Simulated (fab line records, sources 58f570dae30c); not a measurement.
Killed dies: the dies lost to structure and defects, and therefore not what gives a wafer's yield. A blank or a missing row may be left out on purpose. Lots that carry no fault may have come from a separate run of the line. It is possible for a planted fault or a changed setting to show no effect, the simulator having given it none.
Code-filled problem report in 8D (eight disciplines) form | flow berkeley-cmos170 | the parts of the form that need people (team, actions taken, sign-off) are left out

1. THE PROBLEM
Wafers without a fault read 15.29 s, standard deviation 0.13; strip-time-to-endpoint-s at UCB170_V1_STRIP_15 reads a mean of 16.14 s on 4 wafers belonging to 2 lots. Relative to the usual mean, that is a shift of +6.5 standard deviations.
The step: strips in O2.
First observed at day 10 22:58: wafer L892.3, on plasma-asher-04. The record holds 42 wafers of 14 lots with a number at this step. Rule for "out" (also "out of limits"): further than 4 standard deviations from the usual mean. Any other wafer with a number is counted as sound.

2. WHAT THIS IS AND IS NOT
question                    | is                             | is not
which readings at this step | strip-time-to-endpoint-s       | drypump-motor-current-A, oes-product-au
which lots                  | L892, L894                     | L877, L878, L879, L880, L881, L882, L884, L886, L887, L890, L899, L900
which wafers of those lots  | L892.3, L892.6, L894.3, L894.5 | L892.1, L894.4
read on which tools         | plasma-asher-04                | plasma-asher-01, plasma-asher-02
when                        | from day 10 22:58              | up to then (31 sound wafers); but 7 sound wafers of L894, L899, L900 came after

3. SUSPECTS, AND WHAT RULES EACH OUT
Counting: any tool at a process step up to the reading remains a suspect provided it ran every lot that is out. Sound lots after the first of them don't rule it out here, since some wafers of a struck lot are sound.
- plasma-asher-02 at UCB170_CONTACT_STRIP_19 (strips in O2): kept. Ran every lot that is out, first one L892 (day 10 14:03); last sound lot up to then L890 (day 9 23:02).
- rie-diel-02 at UCB170_V1_ETCH_14 (etches SiO2 in CHF3/CF4/Ar, stops on Al, target depth 1250 nm, time 291 s): kept. Ran every lot that is out, first one L892 (day 10 22:47); last sound lot up to then L890 (day 10 09:22).
- plasma-asher-04 at UCB170_V1_STRIP_15 (strips in O2): kept. Ran every lot that is out, first one L892 (day 10 22:58); last sound lot up to then L890 (day 10 09:32). Out on those wafers are its own readings of strip-time-to-endpoint-s.
- At UCB170_V1_ETCH_14, inside rie-diel-02: chamber 1 took the wafers that are out, while their sound lot-mates went through chambers 2, 3.
Left after counting: plasma-asher-02 at UCB170_CONTACT_STRIP_19, rie-diel-02 at UCB170_V1_ETCH_14, plasma-asher-04 at UCB170_V1_STRIP_15.

4. THE CAUSE (what the simulator had put in)
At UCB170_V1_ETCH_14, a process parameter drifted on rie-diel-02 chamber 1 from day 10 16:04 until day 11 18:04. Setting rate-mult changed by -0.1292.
This tool is one of the 3 suspects left after counting.

5. THE EFFECT CHAIN, in route order
Rows list readings where the struck wafers' mean (over those with a number) sits beyond 3 standard deviations from the usual. Readings are gone through only where the record gives a usual standard deviation; hours: the median, over the lots, of the time from a lot's start at the first step in this table giving one to that lot's start at this step; sigmas: the change measured in usual standard deviations.
hours | step               | reading                  | usual   | on struck wafers | change | sigmas
0     | UCB170_V1_STRIP_15 | strip-time-to-endpoint-s | 15.29 s | 16.14            | +0.85  | +6.5
The process steps in it:
- UCB170_V1_STRIP_15: strips in O2.

6. WHAT WOULD HAVE CAUGHT IT SOONER
In this record no reading fell out of limits until day 10 22:58, 7 hours after the fault had begun at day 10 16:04.
No tool reading at UCB170_V1_ETCH_14 that has a usual standard deviation in the record was out on any struck wafer, so an alarm limit of 4 standard deviations on those readings would not have fired.
Of the lots that are out (2), L894 began UCB170_V1_ETCH_14 on rie-diel-02 after day 10 22:58. Putting the tool on hold at that point would have spared it.
